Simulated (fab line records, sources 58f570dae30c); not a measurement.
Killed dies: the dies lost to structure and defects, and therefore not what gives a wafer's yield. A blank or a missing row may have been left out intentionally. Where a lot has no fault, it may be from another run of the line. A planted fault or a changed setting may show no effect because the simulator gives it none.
Commonality check across tools	flow berkeley-cmos170	13 lots and 39 wafers in the sample

== REASON IT WAS OPENED ==
At UCB170_NSD_TW_MEAS_10 the reading NSD_TW is flagged on 1 of 13 lots. Wafers without a fault read 4185, standard deviation 26.
Rule: a lot gets a flag if all its wafers with a number sit over 4 standard deviations from that mean, or if no wafer of it has a number. All remaining lots are regarded as sound.

lot	measured	on	NSD_TW, wafer by wafer	flag
L165	day 7 06:04	film-metro-01	4197 4176 4179	
L166	day 7 06:47	film-metro-02	4180 4185 4185	
L167	day 7 18:50	film-metro-01	4180 4165 4174	
L168	day 7 18:53	film-metro-03	4158 4142 4128	
L170	day 8 07:27	film-metro-01	4180 4174 4162	
L169	day 8 07:35	film-metro-03	30 30 30	FLAGGED
L172	day 8 19:34	film-metro-03	4169 4182 4200	
L173	day 9 06:25	film-metro-01	4174 4166 4182	
L182	day 9 21:06	film-metro-02	4230 4234 4222	
L181	day 9 21:28	film-metro-02	4201 4231 4210	
L187	day 10 19:34	film-metro-01	4201 4181 4200	
L186	day 10 19:50	film-metro-02	4187 4217 4206	
L184	day 10 20:01	film-metro-02	4229 4198 4203	
Averaged over the flagged lots the numbers come to 30, -4155 from the usual (-99 or more standard deviations).

== TOOL THAT RAN EACH LOT ==
Before the reading, the record contains 2 process steps out of a 331-step route. In each cell: the tool, then ch and the chambers that the sampled wafers went through, then the start.
lot	flag	UCB170_NSD_EXPOSE_03	UCB170_NSD_STRIP_09
L165		krf-scanner-01 ch 0, day 7 05:04	plasma-asher-01 ch 0,1, day 7 05:58
L166		krf-scanner-02 ch 0, day 7 05:25	plasma-asher-04 ch 0,1, day 7 06:41
L167		krf-scanner-01 ch 0, day 7 17:26	plasma-asher-04 ch 0,1, day 7 18:44
L168		krf-scanner-02 ch 0, day 7 17:40	plasma-asher-01 ch 0,1, day 7 18:47
L170		krf-scanner-02 ch 0, day 8 06:25	plasma-asher-04 ch 1, day 8 07:21
L169	FLAGGED	krf-scanner-01 ch 0, day 8 06:40	plasma-asher-02 ch 0,1, day 8 07:28
L172		krf-scanner-02 ch 0, day 8 18:46	plasma-asher-02 ch 0,1, day 8 19:28
L173		krf-scanner-02 ch 0, day 9 05:00	plasma-asher-04 ch 0,1, day 9 06:19
L182		krf-scanner-02 ch 0, day 9 19:32	plasma-asher-01 ch 0,1, day 9 20:59
L181		krf-scanner-02 ch 0, day 9 19:58	plasma-asher-04 ch 0,1, day 9 21:22
L187		krf-scanner-01 ch 0, day 10 18:34	plasma-asher-01 ch 0, day 10 19:27
L186		krf-scanner-01 ch 0, day 10 18:52	plasma-asher-02 ch 0,1, day 10 19:44
L184		krf-scanner-02 ch 0, day 10 19:09	plasma-asher-04 ch 0,1, day 10 19:55
What is done by these steps:
- UCB170_NSD_EXPOSE_03: exposes mask NSELECT MOD, target cd 1200 nm.
- UCB170_NSD_STRIP_09: strips in O2.
- UCB170_NSD_TW_MEAS_10

== FLAGGED OVER TOTAL, TOOL BY TOOL (the gauges that took the reading come last) ==
step	tool	lots run	flagged	share of the flagged lots	sound lots run after its first flagged lot
UCB170_NSD_EXPOSE_03	krf-scanner-01	5	1	all	2 (L187,L186)
UCB170_NSD_EXPOSE_03	krf-scanner-02	8	0	none	-
UCB170_NSD_STRIP_09	plasma-asher-01	4	0	none	-
UCB170_NSD_STRIP_09	plasma-asher-02	3	1	all	2 (L172,L186)
UCB170_NSD_STRIP_09	plasma-asher-04	6	0	none	-
UCB170_NSD_TW_MEAS_10	film-metro-01	5	0	none	-
UCB170_NSD_TW_MEAS_10	film-metro-02	5	0	none	-
UCB170_NSD_TW_MEAS_10	film-metro-03	3	1	all	1 (L172)

== THE TABLE: WHAT IT ALLOWS ==
3 rows of the table ran every flagged lot: krf-scanner-01 at UCB170_NSD_EXPOSE_03, plasma-asher-02 at UCB170_NSD_STRIP_09, film-metro-03 at UCB170_NSD_TW_MEAS_10.
- krf-scanner-01 at UCB170_NSD_EXPOSE_03: 1 of its 5 lots flagged. Sound lots followed the first flagged one (L187, L186) on it, something a lasting fault affecting the whole tool could not allow.
- plasma-asher-02 at UCB170_NSD_STRIP_09: 1 of its 3 lots flagged. Sound lots followed the first flagged one (L172, L186) on it, something a lasting fault affecting the whole tool could not allow.
- film-metro-03 at UCB170_NSD_TW_MEAS_10: 1 of its 3 lots flagged. Sound lots followed the first flagged one (L172) on it, something a lasting fault affecting the whole tool could not allow.
There is no row in the table that ran each flagged lot and no sound lot after the first.

== WHAT THE SIMULATOR HAD INSERTED ==
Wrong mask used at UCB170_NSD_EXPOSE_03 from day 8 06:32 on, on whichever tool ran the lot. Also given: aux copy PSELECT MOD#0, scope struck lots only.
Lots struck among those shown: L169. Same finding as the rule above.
